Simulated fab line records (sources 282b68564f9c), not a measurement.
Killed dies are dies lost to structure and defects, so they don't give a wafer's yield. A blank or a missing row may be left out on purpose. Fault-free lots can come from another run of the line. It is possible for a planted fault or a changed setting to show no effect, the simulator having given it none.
Problem report in the 8D (eight disciplines) form, filled by code | flow rit-cmos | the parts of the form that need people (team, actions taken, sign-off) are left out

## 1. WHAT WENT WRONG
Wafers free of any fault read 951 (standard deviation 6.7) for PWELL_TW at RIT_PWELL_TW_MEAS_10, against a mean of 891 on 6 wafers of 2 lots. Relative to the usual mean, that is a shift of -9.0 standard deviations.
First observed at day 5 02:37: wafer L539.3, on film-metro-01. The record holds 42 wafers of 14 lots with a number at this step. The rule behind "out" and "out of limits": a value lying over 4 standard deviations away from the usual mean. The rest of the wafers with a number are treated as sound.

## 2. WHAT IT IS; WHAT IT IS NOT
question                    | is                     | is not
which readings at this step | PWELL_TW               | -
which lots                  | L539, L540             | L525, L526, L527, L528, L529, L530, L531, L533, L542, L545, L546, L547
which wafers of those lots  | all that have a number | -
read on which gauges        | film-metro-01          | film-metro-02, film-metro-04
when                        | from day 5 02:37       | up to then (24 sound wafers); but 12 sound wafers of L542, L545, L546, L547 came after

## 3. THE SUSPECTS, EACH WITH WHAT RULES IT OUT
Counting: any tool at a process step up to the reading is kept as a suspect provided that every lot that is out went through it and no sound lot did after the first of them.
- the gauge at RIT_PWELL_TW_MEAS_10 has been ruled out. All the wafers that are out were read on film-metro-01, but those of them that RIT_PWELL_IMPLANT_08 has rows for are out there too, on other tools.
- implanter-02 at RIT_PWELL_IMPLANT_08: kept. It ran every lot that is out, first L539 (day 5 02:19), and no sound lot after that; its last sound lot up to then is L533 (day 4 00:39). Its own readings are out on those wafers: dose-ions-cm2, faraday-current-uA.
The count leaves implanter-02 at RIT_PWELL_IMPLANT_08.

## 4. THE CAUSE (what the simulator had put in)
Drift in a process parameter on implanter-02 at RIT_PWELL_IMPLANT_08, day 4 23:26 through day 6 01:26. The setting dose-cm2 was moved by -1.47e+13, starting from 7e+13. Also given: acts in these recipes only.
The count eliminated every tool but this one.

## 5. SEQUENCE OF EFFECTS, ordered by route
Each row: a reading whose mean over the struck wafers that have a number lies more than 3 standard deviations from the usual. Scope: only readings with a usual standard deviation given in the record; hours: median across lots of the time from each lot's start at the first step in this table that gives one to its start at this step; sigmas: change in usual standard deviations.
hours | step                     | reading            | usual        | on struck wafers | change | sigmas
0     | RIT_PWELL_IMPLANT_08     | dose-ions-cm2      | 7e+13        | 6e+13            | -1e+13 | -99 or more
0     | RIT_PWELL_IMPLANT_08     | faraday-current-uA | 222          | 176              | -46    | -10
0     | RIT_PWELL_TW_MEAS_10     | PWELL_TW           | 951          | 891              | -60    | -9.0
7     | RIT_WELLDRIVE_RS_MEAS_02 | PWELL_RS           | 429.3 ohm/sq | 497.6            | +68.3  | +57
The process steps in it:
- RIT_PWELL_IMPLANT_08

## 6. HOW IT WOULD HAVE BEEN CAUGHT EARLIER
3 hours passed between the start of the fault at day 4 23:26 and the first reading out of limits at a measuring or inspecting step in this record, taken at day 5 02:37.
At RIT_PWELL_IMPLANT_08, the tool's own readings (dose-ions-cm2, faraday-current-uA) were out on each struck wafer the step has a row for, so an alarm limit on them would have fired on the first such wafer.
Lots out: 2; of these, L540 started RIT_PWELL_IMPLANT_08 on implanter-02 after day 5 02:37. It would have been spared by a hold on the tool at that moment.
